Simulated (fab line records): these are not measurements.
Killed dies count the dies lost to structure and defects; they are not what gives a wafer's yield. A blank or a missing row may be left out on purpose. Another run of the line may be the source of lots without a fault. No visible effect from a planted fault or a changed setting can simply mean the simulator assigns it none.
Chamber matching :: flow berkeley-cmos170 :: rie-si-02 running UCB170_GATE_ETCH_15: 4 sister chambers
The step etches poly-Si in HBr/Cl2, stops on SiO2, time 56.3 s, target depth 278.2 nm. 8 wafers are shown with their chamber, then 7 later ones without.

WAFERS PAIRED WITH THEIR CHAMBERS
wafer: L313.6
chamber: 3
throttle-valve-pct (%): 26.75
drypump-motor-current-A (A): 6.25

wafer: L312.6
chamber: 3
throttle-valve-pct (%): 26.76
drypump-motor-current-A (A): 6.25

wafer: L323.3
chamber: 1
throttle-valve-pct (%): 26.59
drypump-motor-current-A (A): 6.16

wafer: L323.6
chamber: 1
throttle-valve-pct (%): 26.61
drypump-motor-current-A (A): 6.20

wafer: L325.4
chamber: 2
throttle-valve-pct (%): 26.22
drypump-motor-current-A (A): 5.70

wafer: L325.5
chamber: 0
throttle-valve-pct (%): 26.18
drypump-motor-current-A (A): 5.95

wafer: L324.1
chamber: 0
throttle-valve-pct (%): 26.18
drypump-motor-current-A (A): 5.95

wafer: L324.2
chamber: 2
throttle-valve-pct (%): 26.21
drypump-motor-current-A (A): 5.68

WAFERS WITHOUT THEIR CHAMBER
wafer: L324.3
throttle-valve-pct (%): 26.60
drypump-motor-current-A (A): 6.19

wafer: L328.2
throttle-valve-pct (%): 26.20
drypump-motor-current-A (A): 5.94

wafer: L328.3
throttle-valve-pct (%): 26.59
drypump-motor-current-A (A): 6.20

wafer: L328.4
throttle-valve-pct (%): 26.24
drypump-motor-current-A (A): 5.72

wafer: L333.1
throttle-valve-pct (%): 26.60
drypump-motor-current-A (A): 6.22

wafer: L333.2
throttle-valve-pct (%): 26.18
drypump-motor-current-A (A): 5.95

wafer: L333.3
throttle-valve-pct (%): 26.22
drypump-motor-current-A (A): 5.72

WHICH CHAMBER EACH ONE RAN IN
wafer: L324.3
from the rows above: 1
in truth: 1

wafer: L328.2
from the rows above: 0
in truth: 0

wafer: L328.3
from the rows above: 1
in truth: 1

wafer: L328.4
from the rows above: 2
in truth: 2

wafer: L333.1
from the rows above: 1
in truth: 1

wafer: L333.2
from the rows above: 0
in truth: 0

wafer: L333.3
from the rows above: 2
in truth: 2
Correctly placed: 7 of 7. Number that these rows cannot place: 0. Wrongly placed: 0.
How it was worked out, from the rows above alone: a wafer's distance from a chamber is the root of the sum, over the readings, of the square of ((its reading less the chamber's mean) divided by the reading's scatter). The wafer belongs to the nearest chamber; if the next one is less than 2 further off, it can't be placed. For every chamber, the mean is computed from those of its wafers that are shown. The scatter: take each reading less its chamber's mean, square it, sum over the shown wafers, divide by the number of wafers less the number of chambers, and take the root.
